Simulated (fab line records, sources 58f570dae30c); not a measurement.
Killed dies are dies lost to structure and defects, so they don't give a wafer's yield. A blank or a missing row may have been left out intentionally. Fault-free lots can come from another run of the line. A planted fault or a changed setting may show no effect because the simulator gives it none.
One fault through the eyes of 2 desks :: flow berkeley cmos170 :: each desk has only its own numbers; what lay behind them comes last

TOOL OWNER'S DESK, rtp anneal-02
Per lot that ran on this tool, the mean of the sampled wafers carrying a number, from the tool's own readings at UCB170_SDANNEAL_RTA_01 (time 5 s). A lot is out of limits, marked OUT, if its mean lies more than 4 standard deviations from the usual mean; the brackets give that distance.
Columns: A = chamber o2 ppm at UCB170_SDANNEAL_RTA_01, usual 2.007; B = lamp power pct at UCB170_SDANNEAL_RTA_01, usual 39 %; C = wafer_temp_C_max at UCB170_SDANNEAL_RTA_01, usual 1058.2
lot: L381
first seen here: day 7 02:35
A: 2.026
B: 34
C: 1059.2

lot: L383
first seen here: day 7 03:13
A: 2.018
B: 34
C: 1060.7

lot: L386
first seen here: day 7 12:46
A: 2.001
B: 34
C: 1059.5

lot: L387
first seen here: day 7 13:13
A: 2.006
B: 34
C: 1059.8

lot: L388
first seen here: day 8 00:41
A: 1.992
B: 34
C: 1058.8

lot: L390
first seen here: day 8 10:58
A: 2.016
B: 34
C: 1059.6

lot: L395
first seen here: day 9 05:41
A: 2.000
B: 34
C: 1060.0

lot: L392
first seen here: day 9 06:16
A: 1.985
B: 34
C: 1060.9

lot: L394
first seen here: day 9 06:35
A: 2.000
B: 34
C: 1058.3
Result from this desk: across the 9 lots, nothing is out of limits.

AT THE METROLOGY DESK
What the gauges read, lot by lot, whatever tool the lot ran on: means of the sampled wafers that have a number. A lot is out of limits, marked OUT, if its mean lies more than 4 standard deviations from the usual mean; the brackets give that distance.
Columns: A = PSD_RS at UCB170_SDANNEAL_RS_MEAS_02, usual 75.6 ohm/sq; B = NSD_RS at UCB170_SDANNEAL_RS_MEAS_03, usual 37.30 ohm/sq; C = PLDD_RS at UCB170_SDANNEAL_RS_MEAS_04, usual 1032 ohm/sq
lot: L382
first seen here: day 7 02:27
A: 75.3
B: 37.43
C: 1034

lot: L381
first seen here: day 7 02:38
A: 76.0
B: 37.39
C: 1031

lot: L383
first seen here: day 7 03:17
A: 75.7
B: 37.37
C: 1027

lot: L386
first seen here: day 7 12:49
A: 75.9
B: 37.16
C: 1030

lot: L385
first seen here: day 7 13:04
A: 75.4
B: 37.36
C: 1030

lot: L387
first seen here: day 7 13:17
A: 75.5
B: 37.36
C: 1033

lot: L388
first seen here: day 8 00:46
A: 75.8
B: 37.23
C: 1034

lot: L389
first seen here: day 8 10:04
A: 76.1
B: 37.28
C: 1033

lot: L390
first seen here: day 8 11:01
A: 75.5
B: 37.16
C: 1027

lot: L395
first seen here: day 9 05:45
A: 75.8
B: 37.18
C: 1032

lot: L392
first seen here: day 9 06:19
A: 83.5 (+26) OUT
B: 38.38 (+12) OUT
C: 1039

lot: L394
first seen here: day 9 06:38
A: 84.0 (+28) OUT
B: 38.51 (+14) OUT
C: 1046 (+4.7) OUT

lot: L403
first seen here: day 10 19:32
A: 75.3
B: 37.31
C: 1033

lot: L404
first seen here: day 10 22:47
A: 75.5
B: 37.34
C: 1031
Per this desk, out of limits: L392, L394; the first was L392, day 9 06:19 (PSD_RS at UCB170_SDANNEAL_RS_MEAS_02). In limits: L382, L381, L383, L386, L385, L387, L388, L389, L390, L395, L403, L404.

BROUGHT TOGETHER
An alarm was possible from the metrology desk at day 9 06:19, on L392, L394.
The tool owner's desk saw nothing out of limits.
The tool owner's desk has L392, L394 on record, within its limits.
All the named lots went through UCB170_SDANNEAL_RTA_01 on rtp anneal-02.

WHAT HAD BEEN PUT IN BY THE SIMULATOR
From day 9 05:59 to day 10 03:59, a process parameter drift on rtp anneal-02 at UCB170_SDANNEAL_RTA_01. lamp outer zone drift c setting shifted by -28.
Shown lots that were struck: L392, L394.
Delay in hours, fault start to first out-of-limits reading, per desk: metrology desk 0.
